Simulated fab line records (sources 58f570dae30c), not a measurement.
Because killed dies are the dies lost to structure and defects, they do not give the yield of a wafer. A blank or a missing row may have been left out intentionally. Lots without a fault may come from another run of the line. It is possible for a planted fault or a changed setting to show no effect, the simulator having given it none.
Struck lot and sound lot, side by side + flow berkeley_cmos170 + 25 steps out of a route of 331
Sound: these wafers, L372.2, L372.3, L372.4. Wafers L382.4, L382.5, L382.6 were the ones struck. The cause is named last.
Order at every step that has rows: each side's tool, ch and its chambers, its first start. Under that, the readings that differ: sound wafers + struck wafers + difference of the means + sigmas: that difference in standard deviations of wafers without a fault.
alike: a reading whose means differ by less than 2 such deviations, as well as words and numbers matching on both sides. not compared: withheld readings; readings where some wafer has no value; bounds like >300 that might hide an equal value; numbers whose values overlap and for which the record gives no deviation.
A row with sigmas, a row that says differs or no value, or rows on one side alone: a step with any of these is where the two part. When numbers do not overlap yet have no deviation, they are printed without sigmas and do not part them. Lack of a reading on every wafer of one side parts them only where that side has two or more wafers.

first, 4 steps without rows for these wafers: UCB170_PWELL_WET_ETCH_19 (etches Si3N4 in H3PO4, time 14400 s); UCB170_PWELL_WET_ETCH_20 (etches SiO2 in BOE, time 22 s); UCB170_WELLDRIVE_CLEAN_00 (cleans in SPM, time 600 s); UCB170_WELLDRIVE_OXIDATION_01 (target thk 199 nm, ox time 9000 s).
UCB170_WELLDRIVE_THK_MEAS_02:
  sound: film_metro-04 at day 4 18:18; struck: film_metro-04 at day 7 00:21
| reading                  | sound       | struck      | difference | sigmas |
|--------------------------|-------------|-------------|------------|--------|
| WELLDRIVE_OXIDE_THK (nm) | 207 207 209 | 197 199 197 | -10        | -3     |
then, 5 steps without rows for these wafers: UCB170_WELLDRIVE_ANNEAL_03 (time 900 s); UCB170_WELLDRIVE_WET_ETCH_04 (etches SiO2 in BOE, time 120 s); UCB170_ACTIVE_CLEAN_00 (cleans in SPM, time 600 s); UCB170_ACTIVE_CLEAN_01 (cleans in dHF, time 60 s); UCB170_ACTIVE_OXIDATION_02 (target thk 26.4 nm, ox time 1260 s).
UCB170_ACTIVE_THK_MEAS_03:
  sound: film_metro-04 at day 5 06:08; struck: film_metro-04 at day 7 11:15
  alike: ACTIVE_OXIDE_THK
then, 1 step without rows for these wafers: UCB170_ACTIVE_ANNEAL_04 (time 900 s).
UCB170_ACTIVE_CVD_05: deposits Si3N4 from SiH2Cl2/NH3, target thk 220 nm, time 3300 s.
  sound on lpcvd-01 ch 1, day 5 10:07; struck on lpcvd-01 ch 1, day 7 16:43
| reading                                  | sound           | struck            | difference | sigmas |
|------------------------------------------|-----------------|-------------------|------------|--------|
| model.Si3N4_of_ACTIVE_CVD_05.thk_nm (nm) | 219.2 219 219.5 | 326.8 325.8 326.9 | +107.3     |        |
  alike: pressure_mtorr
UCB170_ACTIVE_THK_MEAS_06:
  sound: film_metro-03 at day 5 12:03; struck: film_metro-04 at day 7 18:40
| reading                 | sound             | struck            | difference | sigmas |
|-------------------------|-------------------|-------------------|------------|--------|
| ACTIVE_NITRIDE_THK (nm) | 219.0 219.0 219.6 | 326.7 325.6 326.8 | +107.2     | +54    |
then, 6 steps without rows for these wafers: UCB170_ACTIVE_HMDS_07 (prime time 60 s); UCB170_ACTIVE_COAT_08 (resist thk 900 nm); UCB170_ACTIVE_SOFTBAKE_09 (time 60 s); UCB170_ACTIVE_EXPOSE_10 (exposes mask ACTIVE, target cd 1200 nm); UCB170_ACTIVE_PEB_11; UCB170_ACTIVE_DEVELOP_12 (develop time 45 s).
UCB170_ACTIVE_CD_MEAS_13: target cd 1200 nm.
  sound: cd_sem-02 at day 5 13:14; struck: cd_sem-02 at day 7 19:44
| reading    | sound                | struck               | difference | sigmas |
|------------|----------------------|----------------------|------------|--------|
| cd_nm (nm) | 1202.6 1201.7 1201.9 | 1197.3 1197.2 1197.1 | -4.9       | -4     |
UCB170_ACTIVE_OVL_MEAS_14:
  sound: overlay-01 at day 5 13:20; struck: overlay-02 at day 7 19:48
  alike: ACTIVE_OVL
UCB170_ACTIVE_ETCH_15: etches Si3N4 in CH3F/Ar/O2, stops on SiO2, target depth 242 nm, time 151 s.
  sound on rie_diel-02 ch 0,1,3, day 5 13:22; struck on rie_diel-03 ch 2,3, day 7 19:49
| reading                  | sound             | struck            | difference | sigmas |
|--------------------------|-------------------|-------------------|------------|--------|
| oes_product_au (a.u.)    | 0.919 0.945 0.926 | 0.986 0.991 0.975 | +0.054     | +4     |
| model.etch.depth_nm (nm) | 219.2 219 219.5   | 236.5 234.5 235.9 | +16.4      |        |
  alike: chamber_pressure_mTorr, drypump_motor_current_A, throttle_valve_pct
  not compared: rf_hours_counter_h
UCB170_ACTIVE_STRIP_16: strips in O2.
  sound on plasma_asher-03 ch 0,1, day 5 13:28; struck on plasma_asher-03 ch 0,1, day 7 19:58
  alike: chamber_pressure_mTorr, drypump_motor_current_A, oes_product_au, strip_time_to_endpoint_s
  not compared: rf_hours_counter_h
-- the record jumps here: 4 days lie between the struck wafers' starts before and after (it left off in module ACTIVE and takes up again in module M3, whose first step shown is number 331 of the route) --
UCB170_M3_PROBE_99:
  only the struck wafers here have rows in the record (prober-02, day 11 23:05); the sound ones have none

== WHERE THEY PART ==
Earliest at UCB170_WELLDRIVE_THK_MEAS_02; latest, in this record, at UCB170_M3_PROBE_99.

WHY: the cause the simulator had injected
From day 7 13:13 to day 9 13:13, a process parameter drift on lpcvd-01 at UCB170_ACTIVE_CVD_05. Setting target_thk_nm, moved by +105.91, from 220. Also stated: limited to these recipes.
